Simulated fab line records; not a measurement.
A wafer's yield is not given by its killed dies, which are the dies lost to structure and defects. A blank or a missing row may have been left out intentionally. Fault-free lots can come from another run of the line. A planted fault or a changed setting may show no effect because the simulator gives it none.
fab line records ; flow berkeleyCmos170
[record] lots = 5; wafers = 23
route steps=331 shown M1@238 V1@254 M2@272 M3@310
startH: hours from the record's opening day to when the first of the lot's shown wafers began ; waitH: time in hours since the lot's previous step ; " same as the row above ; L1.1+2: a row that stands for several wafers ; - value missing, or start not given ; * or withheld: withheld ; < > ~ a bound
route shown NAME@n: a module of which the file shows steps, and the number in the route of the first ; usual: mean/standard deviation of fault-free wafers ; same: alike in all rows ; chamber/n: place in a boat ; sites: per-site readings ; _std_site: their standard deviation ; _edge_site: outer sites' mean less inner sites' ; radiusMm: for every site, how far away it sits from the centre of the wafer ; mask NAME#n: copy n ; behind: tool/chamber where the wafer was last shaped ; hold: why the lot went on hold/how many hours it stayed there/how the hold came to an end ; device: the n, p or np transistor that did not switch ; end of line: at the end of the route, the tests of the same wafers ; step lacking rows: just its recipe ; killed: not the wafer's yield, but the dies lost to structure and defects at the first sort ; map: a wafer's dies, x killed, . not, _ none there
set.NAME: the setting the step ran with; set.NAME@STEP: the setting that earlier step ran with ; model.NAME: the simulator's own value behind a step, which no gauge read
lots run with intentionally changed settings; tables by step, rows by wafer
[[steps]]
[step UCB170_M1_SPUTTER_00]
[recipe] material = Al; targetThkNm = 600; timeS = 80; powerW = 6000; chamberPressurePa = 0.5
lot.wafer;tool;chamber;startH;waitH;set.powerW;model.Al_of_M1_SPUTTER_00.thkNm
L075.1;pvdSputter-02;-;144.73;0.0;6000;605.6
L075.2;pvdSputter-02;-;144.73;0.0;6000;601.4
L075.3;pvdSputter-02;-;144.73;0.0;6000;603.7
L078.1;pvdSputter-02;-;155.47;0.0;5736;577.7
L078.3;pvdSputter-02;-;155.47;0.0;5736;575.9
L078.4;pvdSputter-02;-;155.47;0.0;6000;597.4
L078.5;pvdSputter-02;-;155.47;0.0;5736;573.2
L078.6;pvdSputter-02;-;155.47;0.0;6000;604.1
L079.1;pvdSputter-03;-;172.48;0.0;6000;594.9
L079.2;pvdSputter-03;-;172.48;0.0;6000;589.3
L079.3;pvdSputter-03;-;172.48;0.0;6000;591.3
L079.5;pvdSputter-03;-;172.48;0.0;6000;588.5
L079.6;pvdSputter-03;-;172.48;0.0;6000;598.7
L081.1;pvdSputter-04;-;175.64;0.0;5319;535.9
L081.2;pvdSputter-04;-;175.64;0.0;6000;606.9
L081.3;pvdSputter-04;-;175.64;0.0;5319;531.8
L081.4;pvdSputter-04;-;175.64;0.0;6000;606.6
L081.5;pvdSputter-04;-;175.64;0.0;5319;539.7
L085.1;pvdSputter-04;-;194.17;0.0;6000;601
L085.3;pvdSputter-04;-;194.17;0.0;6000;599
L085.4;pvdSputter-04;-;194.17;0.0;6000;599.3
L085.5;pvdSputter-04;-;194.17;0.0;6000;594.4
L085.6;pvdSputter-04;-;194.17;0.0;6000;600.8
[step UCB170_M1_RS_MEAS_01]
[recipe] thkMeasGauge = four-point-probe; reads = Al_of_M1_SPUTTER_00
[usual] M1_AL_RS = 0.0486/0.00042
lot.wafer;tool;chamber;startH;waitH;set.powerW@M1_SPUTTER_00;M1_AL_RS[ohm/sq]
L075.1;filmMetro-02;-;144.79;0.0;6000;0.0480
L075.2;filmMetro-02;-;144.79;0.0;6000;0.0484
L075.3;filmMetro-02;-;144.79;0.0;6000;0.0481
L078.1;filmMetro-02;-;155.53;0.0;5736;0.0504
L078.3;filmMetro-02;-;155.53;0.0;5736;0.0504
L078.4;filmMetro-02;-;155.53;0.0;6000;0.0487
L078.5;filmMetro-02;-;155.53;0.0;5736;0.0508
L078.6;filmMetro-02;-;155.53;0.0;6000;0.0481
L079.1;filmMetro-03;-;172.54;0.0;6000;0.0491
L079.2;filmMetro-03;-;172.54;0.0;6000;0.0495
L079.3;filmMetro-03;-;172.54;0.0;6000;0.0492
L079.5;filmMetro-03;-;172.54;0.0;6000;0.0496
L079.6;filmMetro-03;-;172.54;0.0;6000;0.0487
L081.1;filmMetro-04;-;175.70;0.0;5319;0.0545
L081.2;filmMetro-04;-;175.70;0.0;6000;0.0480
L081.3;filmMetro-04;-;175.70;0.0;5319;0.0549
L081.4;filmMetro-04;-;175.70;0.0;6000;0.0480
L081.5;filmMetro-04;-;175.70;0.0;5319;0.0541
L085.1;filmMetro-04;-;194.23;0.0;6000;0.0485
L085.3;filmMetro-04;-;194.23;0.0;6000;0.0487
L085.4;filmMetro-04;-;194.23;0.0;6000;0.0486
L085.5;filmMetro-04;-;194.23;0.0;6000;0.0491
L085.6;filmMetro-04;-;194.23;0.0;6000;0.0485
[step UCB170_M1_THK_MEAS_02]
[recipe] thkMeasGauge = xrf; reads = Al_of_M1_SPUTTER_00
[usual] M1_AL_THK = 608/5.5
lot.wafer;tool;chamber;startH;waitH;set.powerW@M1_SPUTTER_00;M1_AL_THK[nm]
L075.1;filmMetro-02;-;144.91;0.1;6000;613
L075.2;filmMetro-02;-;144.91;0.1;6000;612
L075.3;filmMetro-02;-;144.91;0.1;6000;610
L078.1;filmMetro-02;-;155.65;0.1;5736;585
L078.3;filmMetro-02;-;155.65;0.1;5736;584
L078.4;filmMetro-02;-;155.65;0.1;6000;604
L078.5;filmMetro-02;-;155.65;0.1;5736;580
L078.6;filmMetro-02;-;155.65;0.1;6000;614
L079.1;filmMetro-03;-;172.66;0.1;6000;602
L079.2;filmMetro-03;-;172.66;0.1;6000;597
L079.3;filmMetro-03;-;172.66;0.1;6000;597
L079.5;filmMetro-03;-;172.66;0.1;6000;594
L079.6;filmMetro-03;-;172.66;0.1;6000;607
L081.1;filmMetro-04;-;175.82;0.1;5319;538
L081.2;filmMetro-04;-;175.82;0.1;6000;610
L081.3;filmMetro-04;-;175.82;0.1;5319;543
L081.4;filmMetro-04;-;175.82;0.1;6000;615
L081.5;filmMetro-04;-;175.82;0.1;5319;541
L085.1;filmMetro-04;-;194.35;0.1;6000;608
L085.3;filmMetro-04;-;194.35;0.1;6000;610
L085.4;filmMetro-04;-;194.35;0.1;6000;606
L085.5;filmMetro-04;-;194.35;0.1;6000;600
L085.6;filmMetro-04;-;194.35;0.1;6000;608
[step UCB170_M1_COAT_03]
[recipe] resist = BARC; tempC = withheld; timeS = withheld; spinRpm = 3000; resistThkNm = withheld
[step UCB170_M1_COAT_04]
[recipe] resist = KrF; spinRpm = 1500; resistThkNm = 900
[step UCB170_M1_ETCH_11]
[recipe] chemistry = N2/H2; targetDepthA = withheld; overetchA = withheld; target = BARC; timeS = withheld; sourceW = 500; biasW = 100; pressureMtorr = 30; n2FlowSccm = 100; h2FlowSccm = 200
[step UCB170_M1_METAL_ETCH_12]
[recipe] chemistry = Cl2/BCl3; target = Al; stopOn = PSG; pressureMtorr = 12; targetDepthA = 7800; overEtchFrac = 0.3; timeS = 130; icpW = 600; biasW = 118.7; Cl2_flow_sccm = 90; bcl3FlowSccm = 45
lot.wafer;tool;chamber;startH;waitH;set.tempC@CONTACT_SOFTBAKE_11;set.rfW@CONTACT_ETCH_18;model.etch.depthNm
L075.1;rieMetal-03;1;146.25;-;130;700;605.6
L075.2;rieMetal-03;0;146.25;-;130;700;601.4
L075.3;rieMetal-03;0;146.25;-;130;700;603.7
L078.1;rieMetal-03;1;157.51;-;133.8;633.5;577.7
L078.3;rieMetal-03;1;157.51;-;130;700;575.9
L078.4+5;rieMetal-03;1;157.51;-;133.8;700;-
L078.6;rieMetal-03;1;157.51;-;130;633.5;604.1
L079.1+5+6;rieMetal-04;0,1,0;174.07;-;130;700;-
L079.2;rieMetal-04;1;174.07;-;130;700;589.3
L079.3;rieMetal-04;0;174.07;-;130;700;591.3
L081.1+5;rieMetal-03;0;177.04;-;130;651.9;-
L081.2+3+4;rieMetal-03;1,1,0;177.04;-;130;700;-
L085.1;rieMetal-04;1;195.57;-;130;635.7;601
L085.3+6;rieMetal-04;1,0;195.57;-;130;700;-
L085.4;rieMetal-04;0;195.57;-;131.6;700;-
L085.5;rieMetal-04;1;195.57;-;131.6;635.7;594.4
[step UCB170_V1_CVD_00]
[recipe] material = SiO2; targetThkNm = 2000; tempC = 390; precursor = TEOS/O2; timeS = 250; rfW = 550; pressureMtorr = 9000
lot.wafer;tool;chamber;startH;waitH;set.timeS;model.SiO2_of_V1_CVD_00.thkNm
L075.1;pecvd-02;0;151.84;0.0;250;1994
L075.2;pecvd-02;1;151.84;0.0;250;2002
L075.3;pecvd-02;2;151.84;0.0;250;1961
L078.1;pecvd-04;1;160.94;0.0;250;1951
L078.3;pecvd-04;2;160.94;0.0;250;1992
L078.4+5;pecvd-04;0,2;160.94;0.0;250;-
L078.6;pecvd-04;1;160.94;0.0;250;1989
L079.1+5+6;pecvd-04;2,0,1;179.47;0.0;250;-
L079.2;pecvd-04;0;179.47;0.0;250;1968
L079.3;pecvd-04;1;179.47;0.0;250;1944
L081.1;pecvd-01;0;179.47;0.0;240.2;1880
L081.2+5;pecvd-01;1;179.47;0.0;240.2;-
L081.3;pecvd-01;2;179.47;0.0;250;1974
L081.4;pecvd-01;0;179.47;0.0;250;-
L085.1;pecvd-02;2;200.07;0.0;213.3;1693
L085.3;pecvd-02;1;200.07;0.0;250;1977
L085.4;pecvd-02;1;200.07;0.0;213.3;-
L085.5;pecvd-02;2;200.07;0.0;213.3;1703
L085.6;pecvd-02;0;200.07;0.0;250;-
[step UCB170_V1_THK_MEAS_01]
[recipe] reads = SiO2_of_V1_CVD_00
[usual] V1_TEOS_THK = 1987/23
lot.wafer;tool;chamber;startH;waitH;set.timeS@V1_CVD_00;V1_TEOS_THK[nm]
L075.1;filmMetro-03;-;151.99;0.1;250;1993
L075.2;filmMetro-03;-;151.99;0.1;250;2004
L075.3;filmMetro-03;-;151.99;0.1;250;1960
L078.1;filmMetro-03;-;161.10;0.1;250;1950
L078.3;filmMetro-03;-;161.10;0.1;250;1992
L078.4;filmMetro-03;-;161.10;0.1;250;2021
L078.5;filmMetro-03;-;161.10;0.1;250;2029
L078.6;filmMetro-03;-;161.10;0.1;250;1989
L079.1;filmMetro-02;-;179.63;0.1;250;1977
L079.2;filmMetro-02;-;179.63;0.1;250;1971
L079.3;filmMetro-02;-;179.63;0.1;250;1945
L079.5;filmMetro-02;-;179.63;0.1;250;1990
L079.6;filmMetro-02;-;179.63;0.1;250;1983
L081.1;filmMetro-03;-;179.68;0.1;240.2;1879
L081.2;filmMetro-03;-;179.68;0.1;240.2;1866
L081.3;filmMetro-03;-;179.68;0.1;250;1974
L081.4;filmMetro-03;-;179.68;0.1;250;1988
L081.5;filmMetro-03;-;179.68;0.1;240.2;1903
L085.1;filmMetro-02;-;200.22;0.1;213.3;1694
L085.3;filmMetro-02;-;200.22;0.1;250;1979
L085.4;filmMetro-02;-;200.22;0.1;213.3;1733
L085.5;filmMetro-02;-;200.22;0.1;213.3;1703
L085.6;filmMetro-02;-;200.22;0.1;250;1984
[step UCB170_M2_SPUTTER_01]
[recipe] material = Al; targetThkNm = 900; timeS = 120; powerW = 6000; chamberPressurePa = 0.5
lot.wafer;tool;chamber;startH;waitH;set.timeS;model.Al_of_M2_SPUTTER_01.thkNm
L075.1;pvdSputter-01;-;155.06;0.0;120;912.9
L075.2;pvdSputter-01;-;155.06;0.0;120;916.6
L075.3;pvdSputter-01;-;155.06;0.0;120;923.6
L078.1;pvdSputter-02;-;164.12;0.0;120;915.4
L078.3;pvdSputter-02;-;164.12;0.0;120;908.3
L078.4;pvdSputter-02;-;164.12;0.0;127.5;956.5
L078.5;pvdSputter-02;-;164.12;0.0;127.5;961.2
L078.6;pvdSputter-02;-;164.12;0.0;120;916.2
L079.1;pvdSputter-02;-;183.83;0.0;131.3;975.8
L079.2;pvdSputter-02;-;183.83;0.0;120;896.1
L079.3;pvdSputter-02;-;183.83;0.0;120;895.9
L079.5;pvdSputter-02;-;183.83;0.0;131.3;968.8
L079.6;pvdSputter-02;-;183.83;0.0;131.3;973.1
L081.1;pvdSputter-01;-;184.25;0.0;120;899.9
L081.2;pvdSputter-01;-;184.25;0.0;107.7;807.1
L081.3;pvdSputter-01;-;184.25;0.0;120;899.6
L081.4;pvdSputter-01;-;184.25;0.0;107.7;804.2
L081.5;pvdSputter-01;-;184.25;0.0;107.7;806
L085.1;pvdSputter-03;-;202.41;0.0;120;889.4
L085.3;pvdSputter-03;-;202.41;0.0;120;891.8
L085.4;pvdSputter-03;-;202.41;0.0;104.7;781.9
L085.5;pvdSputter-03;-;202.41;0.0;120;895.2
L085.6;pvdSputter-03;-;202.41;0.0;104.7;779.9
[step UCB170_M2_RS_MEAS_02]
[recipe] thkMeasGauge = four-point-probe; reads = Al_of_M2_SPUTTER_01
[usual] M2_AL_RS = 0.0323/0.00033
lot.wafer;tool;chamber;startH;waitH;set.timeS@M2_SPUTTER_01;M2_AL_RS[ohm/sq]
L075.1;filmMetro-01;-;155.15;0.0;120;0.0317
L075.2;filmMetro-01;-;155.15;0.0;120;0.0315
L075.3;filmMetro-01;-;155.15;0.0;120;0.0313
L078.1;filmMetro-03;-;164.20;0.0;120;0.0316
L078.3;filmMetro-03;-;164.20;0.0;120;0.0319
L078.4;filmMetro-03;-;164.20;0.0;127.5;0.0303
L078.5;filmMetro-03;-;164.20;0.0;127.5;0.0301
L078.6;filmMetro-03;-;164.20;0.0;120;0.0315
L079.1;filmMetro-04;-;183.91;0.0;131.3;0.0297
L079.2;filmMetro-04;-;183.91;0.0;120;0.0324
L079.3;filmMetro-04;-;183.91;0.0;120;0.0323
L079.5;filmMetro-04;-;183.91;0.0;131.3;0.0299
L079.6;filmMetro-04;-;183.91;0.0;131.3;0.0297
L081.1;filmMetro-04;-;184.34;0.0;120;0.0322
L081.2;filmMetro-04;-;184.34;0.0;107.7;0.0360
L081.3;filmMetro-04;-;184.34;0.0;120;0.0322
L081.4;filmMetro-04;-;184.34;0.0;107.7;0.0360
L081.5;filmMetro-04;-;184.34;0.0;107.7;0.0361
L085.1;filmMetro-04;-;202.50;0.0;120;0.0326
L085.3;filmMetro-04;-;202.50;0.0;120;0.0325
L085.4;filmMetro-04;-;202.50;0.0;104.7;0.0371
L085.5;filmMetro-04;-;202.50;0.0;120;0.0324
L085.6;filmMetro-04;-;202.50;0.0;104.7;0.0372
[step UCB170_M2_THK_MEAS_03]
[recipe] thkMeasGauge = xrf; reads = Al_of_M2_SPUTTER_01
[usual] M2_AL_THK = 909/8.3
lot.wafer;tool;chamber;startH;waitH;set.timeS@M2_SPUTTER_01;M2_AL_THK[nm]
L075.1;filmMetro-01;-;155.27;0.1;120;918
L075.2;filmMetro-01;-;155.27;0.1;120;925
L075.3;filmMetro-01;-;155.27;0.1;120;931
L078.1;filmMetro-03;-;164.32;0.1;120;925
L078.3;filmMetro-03;-;164.32;0.1;120;920
L078.4;filmMetro-03;-;164.32;0.1;127.5;970
L078.5;filmMetro-03;-;164.32;0.1;127.5;972
L078.6;filmMetro-03;-;164.32;0.1;120;933
L079.1;filmMetro-04;-;184.03;0.1;131.3;985
L079.2;filmMetro-04;-;184.03;0.1;120;906
L079.3;filmMetro-04;-;184.03;0.1;120;906
L079.5;filmMetro-04;-;184.03;0.1;131.3;980
L079.6;filmMetro-04;-;184.03;0.1;131.3;984
L081.1;filmMetro-04;-;184.46;0.1;120;903
L081.2;filmMetro-04;-;184.46;0.1;107.7;814
L081.3;filmMetro-04;-;184.46;0.1;120;912
L081.4;filmMetro-04;-;184.46;0.1;107.7;813
L081.5;filmMetro-04;-;184.46;0.1;107.7;816
L085.1;filmMetro-04;-;202.62;0.1;120;899
L085.3;filmMetro-04;-;202.62;0.1;120;903
L085.4;filmMetro-04;-;202.62;0.1;104.7;792
L085.5;filmMetro-04;-;202.62;0.1;120;910
L085.6;filmMetro-04;-;202.62;0.1;104.7;795
[step UCB170_M2_METAL_ETCH_18]
[recipe] chemistry = Cl2/BCl3; target = Al; stopOn = SiO2; pressureMtorr = 12; targetDepthA = 11700; overEtchFrac = 0.3; timeS = 195; icpW = 600; biasW = 120; Cl2_flow_sccm = 90; bcl3FlowSccm = 45
[usual] oesProductAu = 0.851/0.012
lot.wafer;tool;chamber;startH;waitH;set.timeS;set.timeS@M2_SPUTTER_01;oesProductAu;model.KrF_of_M2_COAT_10.thkNm;model.SiO2_of_V1_CVD_00.thkNm;model.M2.cdNm
L075.1;rieMetal-04;1;158.51;-;195;120;0.875;215;938.6;703
L075.2;rieMetal-04;0;158.51;-;195;120;0.850;220.4;940.1;700.5
L075.3;rieMetal-04;0;158.51;-;195;120;0.855;224.6;939.8;700.5
L078.1;rieMetal-04;0;166.48;-;195;120;0.837;212.8;938.8;699.7
L078.3;rieMetal-04;1;166.48;-;176.7;120;0.914;276.4;943.9;701
L078.4;rieMetal-04;0;166.48;-;176.7;127.5;0.917;-;-;703.8
L078.5;rieMetal-04;1;166.48;-;195;127.5;0.893;-;-;699.4
L078.6;rieMetal-04;0;166.48;-;176.7;120;0.897;281.2;944.4;704.6
L079.1;rieMetal-02;0;186.83;-;174.8;131.3;0.953;-;-;705
L079.2;rieMetal-02;1;186.83;-;174.8;120;0.897;285.1;944.1;704.4
L079.3;rieMetal-02;1;186.83;-;195;120;0.855;215.9;937.9;700.9
L079.5;rieMetal-02;0;186.83;-;195;131.3;0.893;-;-;697.5
L079.6;rieMetal-02;1;186.83;-;195;131.3;0.888;-;-;700.3
L081.1;rieMetal-02;1;187.54;-;166.2;120;0.931;314.4;948.5;708.6
L081.2;rieMetal-02;0;187.54;-;166.2;107.7;0.887;-;-;711
L081.3;rieMetal-02;1;187.54;-;166.2;120;0.930;311;946.8;710.1
L081.4;rieMetal-02;0;187.54;-;195;107.7;0.801;-;-;702
L081.5;rieMetal-02;1;187.54;-;195;107.7;0.799;-;-;703.8
L085.1;rieMetal-04;1;204.86;-;195;120;0.853;208.4;940.1;699.3
L085.3;rieMetal-04;1;204.86;-;177;120;0.910;267.2;944.9;702.3
L085.4;rieMetal-04;0;204.86;-;195;104.7;0.777;-;-;699.4
L085.5;rieMetal-04;1;204.86;-;177;120;0.910;269.3;944.5;705.4
L085.6;rieMetal-04;0;204.86;-;177;104.7;0.816;-;-;706.3
[step UCB170_M2_STRIP_19]
[recipe] chemistry = O2; powerW = 400; pressureMtorr = 3500; platenTempC = withheld; o2FlowSccm = 400; overashFraction = 0.5
[usual] oesProductAu = 0.546/0.0092
lot.wafer;tool;chamber;startH;waitH;set.timeS@M2_METAL_ETCH_18;oesProductAu
L075.1;plasmaAsher-03;1;158.70;0.1;195;0.547
L075.2;plasmaAsher-03;0;158.70;0.1;195;0.552
L075.3;plasmaAsher-03;1;158.70;0.1;195;0.556
L078.1;plasmaAsher-04;0;166.67;0.1;195;0.547
L078.3;plasmaAsher-04;1;166.67;0.1;176.7;0.620
L078.4;plasmaAsher-04;0;166.67;0.1;176.7;0.611
L078.5;plasmaAsher-04;1;166.67;0.1;195;0.536
L078.6;plasmaAsher-04;0;166.67;0.1;176.7;0.611
L079.1;plasmaAsher-02;1;187.02;0.1;174.8;0.618
L079.2;plasmaAsher-02;0;187.02;0.1;174.8;0.631
L079.3;plasmaAsher-02;1;187.02;0.1;195;0.548
L079.5;plasmaAsher-02;0;187.02;0.1;195;0.535
L079.6;plasmaAsher-02;1;187.02;0.1;195;0.533
L081.1;plasmaAsher-04;1;187.73;0.1;166.2;0.644
L081.2;plasmaAsher-04;0;187.73;0.1;166.2;0.636
L081.3;plasmaAsher-04;0;187.73;0.1;166.2;0.650
L081.4;plasmaAsher-04;1;187.73;0.1;195;0.543
L081.5;plasmaAsher-04;0;187.73;0.1;195;0.535
L085.1;plasmaAsher-03;1;205.05;0.1;195;0.533
L085.3;plasmaAsher-03;1;205.05;0.1;177;0.604
L085.4;plasmaAsher-03;0;205.05;0.1;195;0.548
L085.5;plasmaAsher-03;1;205.05;0.1;177;0.603
L085.6;plasmaAsher-03;0;205.05;0.1;177;0.609
[step UCB170_M2_CD_MEAS_90]
[recipe] targetCdNm = 700
[usual] cdNm = 700.4/2
lot.wafer;tool;chamber;startH;waitH;set.timeS@M2_METAL_ETCH_18;cdNm
L075.1;cdSem-01;-;158.80;0.1;195;703.2
L075.2;cdSem-01;-;158.80;0.1;195;700.7
L075.3;cdSem-01;-;158.80;0.1;195;700.5
L078.1;cdSem-02;-;166.77;0.1;195;699.7
L078.3;cdSem-02;-;166.77;0.1;176.7;701.1
L078.4;cdSem-02;-;166.77;0.1;176.7;703.9
L078.5;cdSem-02;-;166.77;0.1;195;699.5
L078.6;cdSem-02;-;166.77;0.1;176.7;704.6
L079.1;cdSem-02;-;187.12;0.1;174.8;704.9
L079.2;cdSem-02;-;187.12;0.1;174.8;704.3
L079.3;cdSem-02;-;187.12;0.1;195;700.8
L079.5;cdSem-02;-;187.12;0.1;195;697.5
L079.6;cdSem-02;-;187.12;0.1;195;700.4
L081.1;cdSem-01;-;187.83;0.1;166.2;708.5
L081.2;cdSem-01;-;187.83;0.1;166.2;711.0
L081.3;cdSem-01;-;187.83;0.1;166.2;710.3
L081.4;cdSem-01;-;187.83;0.1;195;702.3
L081.5;cdSem-01;-;187.83;0.1;195;704.0
L085.1;cdSem-02;-;205.15;0.1;195;699.4
L085.3;cdSem-02;-;205.15;0.1;177;702.2
L085.4;cdSem-02;-;205.15;0.1;195;699.3
L085.5;cdSem-02;-;205.15;0.1;177;705.7
L085.6;cdSem-02;-;205.15;0.1;177;706.2
[step UCB170_M3_SPUTTER_01]
[recipe] material = Al; targetThkNm = 900; timeS = 120; powerW = 6000; chamberPressurePa = 0.5
lot.wafer;tool;chamber;startH;waitH;set.powerW;model.Al_of_M3_SPUTTER_01.thkNm
L075.1;pvdSputter-01;-;161.49;0.0;6000;877.3
L075.2;pvdSputter-01;-;161.49;0.0;6000;880.5
L075.3;pvdSputter-01;-;161.49;0.0;6000;890.9
L078.1;pvdSputter-02;-;170.19;0.0;6000;906.4
L078.3;pvdSputter-02;-;170.19;0.0;6221;940.8
L078.4;pvdSputter-02;-;170.19;0.0;6000;902.3
L078.5;pvdSputter-02;-;170.19;0.0;6000;899
L078.6;pvdSputter-02;-;170.19;0.0;6221;932.3
L079.1;pvdSputter-01;-;189.82;0.0;6000;903.9
L079.2;pvdSputter-01;-;189.82;0.0;6267;941.8
L079.3;pvdSputter-01;-;189.82;0.0;6267;940.1
L079.5;pvdSputter-01;-;189.82;0.0;6267;940.6
L079.6;pvdSputter-01;-;189.82;0.0;6000;904.7
L081.1;pvdSputter-02;-;190.52;0.0;6476;960.4
L081.2;pvdSputter-02;-;190.52;0.0;6000;894.2
L081.3;pvdSputter-02;-;190.52;0.0;6000;893.6
L081.4;pvdSputter-02;-;190.52;0.0;6476;969.1
L081.5;pvdSputter-02;-;190.52;0.0;6000;891.5
L085.1;pvdSputter-01;-;207.62;0.0;6000;879.3
L085.3;pvdSputter-01;-;207.62;0.0;6503;956.2
L085.4;pvdSputter-01;-;207.62;0.0;6503;970.2
L085.5;pvdSputter-01;-;207.62;0.0;6000;879.1
L085.6;pvdSputter-01;-;207.62;0.0;6000;887.3
[step UCB170_M3_RS_MEAS_02]
[recipe] thkMeasGauge = four-point-probe; reads = Al_of_M3_SPUTTER_01
[usual] M3_AL_RS = 0.0324/0.00032
lot.wafer;tool;chamber;startH;waitH;set.powerW@M3_SPUTTER_01;M3_AL_RS[ohm/sq]
L075.1;filmMetro-04;-;161.62;0.1;6000;0.0330
L075.2;filmMetro-04;-;161.62;0.1;6000;0.0329
L075.3;filmMetro-04;-;161.62;0.1;6000;0.0325
L078.1;filmMetro-03;-;170.27;0.0;6000;0.0321
L078.3;filmMetro-03;-;170.27;0.0;6221;0.0308
L078.4;filmMetro-03;-;170.27;0.0;6000;0.0321
L078.5;filmMetro-03;-;170.27;0.0;6000;0.0322
L078.6;filmMetro-03;-;170.27;0.0;6221;0.0311
L079.1;filmMetro-04;-;189.90;0.0;6000;0.0320
L079.2;filmMetro-04;-;189.90;0.0;6267;0.0308
L079.3;filmMetro-04;-;189.90;0.0;6267;0.0308
L079.5;filmMetro-04;-;189.90;0.0;6267;0.0307
L079.6;filmMetro-04;-;189.90;0.0;6000;0.0320
L081.1;filmMetro-04;-;190.60;0.0;6476;0.0301
L081.2;filmMetro-04;-;190.60;0.0;6000;0.0324
L081.3;filmMetro-04;-;190.60;0.0;6000;0.0324
L081.4;filmMetro-04;-;190.60;0.0;6476;0.0298
L081.5;filmMetro-04;-;190.60;0.0;6000;0.0325
L085.1;filmMetro-02;-;207.70;0.0;6000;0.0329
L085.3;filmMetro-02;-;207.70;0.0;6503;0.0302
L085.4;filmMetro-02;-;207.70;0.0;6503;0.0298
L085.5;filmMetro-02;-;207.70;0.0;6000;0.0329
L085.6;filmMetro-02;-;207.70;0.0;6000;0.0326
[step UCB170_M3_THK_MEAS_03]
[recipe] thkMeasGauge = xrf; reads = Al_of_M3_SPUTTER_01
[usual] M3_AL_THK = 906/9.4
lot.wafer;tool;chamber;startH;waitH;set.powerW@M3_SPUTTER_01;M3_AL_THK[nm]
L075.1;filmMetro-04;-;161.74;0.1;6000;891
L075.2;filmMetro-04;-;161.74;0.1;6000;889
L075.3;filmMetro-04;-;161.74;0.1;6000;907
L078.1;filmMetro-03;-;170.39;0.1;6000;913
L078.3;filmMetro-03;-;170.39;0.1;6221;952
L078.4;filmMetro-03;-;170.39;0.1;6000;917
L078.5;filmMetro-03;-;170.39;0.1;6000;906
L078.6;filmMetro-03;-;170.39;0.1;6221;946
L079.1;filmMetro-04;-;190.02;0.1;6000;923
L079.2;filmMetro-04;-;190.02;0.1;6267;949
L079.3;filmMetro-04;-;190.02;0.1;6267;951
L079.5;filmMetro-04;-;190.02;0.1;6267;954
L079.6;filmMetro-04;-;190.02;0.1;6000;914
L081.1;filmMetro-04;-;190.72;0.1;6476;961
L081.2;filmMetro-04;-;190.72;0.1;6000;901
L081.3;filmMetro-04;-;190.72;0.1;6000;899
L081.4;filmMetro-04;-;190.72;0.1;6476;982
L081.5;filmMetro-04;-;190.72;0.1;6000;900
L085.1;filmMetro-02;-;207.82;0.1;6000;900
L085.3;filmMetro-02;-;207.82;0.1;6503;978
L085.4;filmMetro-02;-;207.82;0.1;6503;988
L085.5;filmMetro-02;-;207.82;0.1;6000;888
L085.6;filmMetro-02;-;207.82;0.1;6000;900
[[key]]
[split] step = UCB170_M1_SPUTTER_00; setting = powerW; stated = 6000; by = wafer
[response] step = UCB170_M1_SPUTTER_00; reading = model.Al_of_M1_SPUTTER_00.thkNm; change = +6.18; per = 1%; r = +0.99
[response] step = UCB170_M1_RS_MEAS_01; reading = M1_AL_RS; change = -0.000561; per = 1%; r = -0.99
[response] step = UCB170_M1_THK_MEAS_02; reading = M1_AL_THK; change = +6.26; per = 1%; r = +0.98
[split] step = UCB170_V1_CVD_00; setting = timeS; stated = 250; by = wafer
[response] step = UCB170_V1_CVD_00; reading = model.SiO2_of_V1_CVD_00.thkNm; change = +19.3; per = 1%; r = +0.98
[response] step = UCB170_V1_THK_MEAS_01; reading = V1_TEOS_THK; change = +18.9; per = 1%; r = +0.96
[split] step = UCB170_M2_SPUTTER_01; setting = timeS; stated = 120; by = wafer
[response] step = UCB170_M2_SPUTTER_01; reading = model.Al_of_M2_SPUTTER_01.thkNm; change = +8.57; per = 1%; r = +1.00
[response] step = UCB170_M2_RS_MEAS_02; reading = M2_AL_RS; change = -0.000336; per = 1%; r = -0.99
[response] step = UCB170_M2_THK_MEAS_03; reading = M2_AL_THK; change = +8.54; per = 1%; r = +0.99
[response] step = UCB170_M2_METAL_ETCH_18; reading = oesProductAu; slope = +0.00558; per = 1%; togetherWith = timeS@M2_METAL_ETCH_18; explained = 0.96
[split] step = UCB170_M2_METAL_ETCH_18; setting = timeS; stated = 195; by = wafer
[response] step = UCB170_M2_METAL_ETCH_18; reading = model.KrF_of_M2_COAT_10.thkNm; change = -6.73; per = 1%; r = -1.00
[response] step = UCB170_M2_METAL_ETCH_18; reading = model.SiO2_of_V1_CVD_00.thkNm; change = -0.558; per = 1%; r = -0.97
[response] step = UCB170_M2_METAL_ETCH_18; reading = model.M2.cdNm; change = -0.479; per = 1%; r = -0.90
[response] step = UCB170_M2_STRIP_19; reading = oesProductAu; change = -0.00743; per = 1%; r = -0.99
[response] step = UCB170_M2_CD_MEAS_90; reading = cdNm; change = -0.472; per = 1%; r = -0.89
[response] step = UCB170_M2_METAL_ETCH_18; reading = oesProductAu; slope = -0.00537; per = 1%; togetherWith = timeS@M2_SPUTTER_01; explained = 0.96
[split] step = UCB170_M3_SPUTTER_01; setting = powerW; stated = 6000; by = wafer
[response] step = UCB170_M3_SPUTTER_01; reading = model.Al_of_M3_SPUTTER_01.thkNm; change = +9.23; per = 1%; r = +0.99
[response] step = UCB170_M3_RS_MEAS_02; reading = M3_AL_RS; change = -0.000318; per = 1%; r = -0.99
[response] step = UCB170_M3_THK_MEAS_03; reading = M3_AL_THK; change = +9.5; per = 1%; r = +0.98
split outsideThisFile step=UCB170_CONTACT_SOFTBAKE_11 setting=tempC
split outsideThisFile step=UCB170_CONTACT_ETCH_18 setting=rfW
// split outsideThisFile: this setting was split too, and the file shows its column; the key of that split is in another file
